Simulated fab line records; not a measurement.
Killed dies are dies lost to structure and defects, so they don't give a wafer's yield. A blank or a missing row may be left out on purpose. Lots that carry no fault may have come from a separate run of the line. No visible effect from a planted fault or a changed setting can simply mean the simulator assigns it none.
A lot that was struck, set against a sound lot / flow berkeley-cmos170 / 14 steps out of a route of 331
Sound: the wafers L882.2, L882.4, L882.5. Wafers struck: L879.2, L879.3, L879.5. The cause is named last.
Per side, at each step with rows, come the tool, then ch with its chambers, and then its first start. Under that, the readings that differ: sound wafers / struck wafers / difference of the means / sigmas: that difference in standard deviations of wafers without a fault.
alike: readings with means less than 2 such deviations apart, plus words and numbers identical on both sides. not compared: withheld readings, readings lacking a value on some wafer, bounds such as >300 that could conceal the same value, and numbers that have no deviation in the record and whose values overlap.
Wherever a step has rows on one side only, a row that says differs or no value, or a row with sigmas, the two part there. Non-overlapping numbers with no deviation appear without sigmas and do not part them. A reading missing from all wafers of one side parts the sides only when that side holds two or more wafers.

first, 1 step without rows for these wafers: UCB170_M1_ANNEAL_14 (time 1200 s).
UCB170_V1_CVD_00: deposits SiO2 from TEOS/O2, target thk 2000 nm, time 250 s.
  sound on pecvd-02 ch 0,1,2, day 11 00:57; struck on pecvd-02 ch 1,2, day 11 00:47
  alike: heater-power-w
UCB170_V1_THK_MEAS_01:
  struck on film-metro-02, day 11 00:58; sound on film-metro-02, day 11 01:07
  alike: V1_TEOS_THK
UCB170_V1_CMP_02: polishes SiO2.
  sound on cmp-02 ch 1,3, day 11 01:22; struck on cmp-01 ch 0,1,3, day 11 01:07
  alike: edge-zone-pressure-frac, motor-current-A
UCB170_V1_BOW_MEAS_03:
  struck on film-metro-03, day 11 01:20; sound on film-metro-02, day 11 01:38
  alike: V1_BOW
UCB170_V1_THK_MEAS_04:
  struck on film-metro-03, day 11 01:26; sound on film-metro-02, day 11 01:44
  alike: V1_POLISHED_THK
then, 6 steps without rows for these wafers: UCB170_V1_CLEAN_05 (cleans in DIW); UCB170_V1_HMDS_06 (prime time 60 s); UCB170_V1_COAT_07 (resist thk 900 nm); UCB170_V1_SOFTBAKE_08 (time 60 s); UCB170_V1_EXPOSE_09 (exposes mask VIA1, target cd 700 nm); UCB170_V1_PEB_10.
UCB170_V1_DEVELOP_11: develop time 45 s.
  struck on litho-track-03, day 11 03:00; sound on litho-track-03 ch 0, day 11 03:00
  no value came back on the struck wafers for chill-plate-temp-C (C), develop-time-s (s), developer-temp-C (C); on the sound wafers chill-plate-temp-C (C) reads 23.08 23.25 22.99
reading=model.KrF_of_V1_COAT_07.thk-nm (nm); sound=886.3 887.9 888.3; struck=899.3 902.3 902.9; difference=+14.0; sigmas=
UCB170_V1_CD_MEAS_12: the cd target is 700 nm.
  struck on cd-sem-02, day 11 03:20; sound on cd-sem-01, day 11 03:36
reading=cd-nm (nm); sound=700.0 700.1 698.4; struck=- - -; difference=no value on the struck wafers; sigmas=

== WHERE THEY PART ==
First at UCB170_V1_DEVELOP_11; last, within this record, at UCB170_V1_CD_MEAS_12.

WHY: the cause the simulator had injected
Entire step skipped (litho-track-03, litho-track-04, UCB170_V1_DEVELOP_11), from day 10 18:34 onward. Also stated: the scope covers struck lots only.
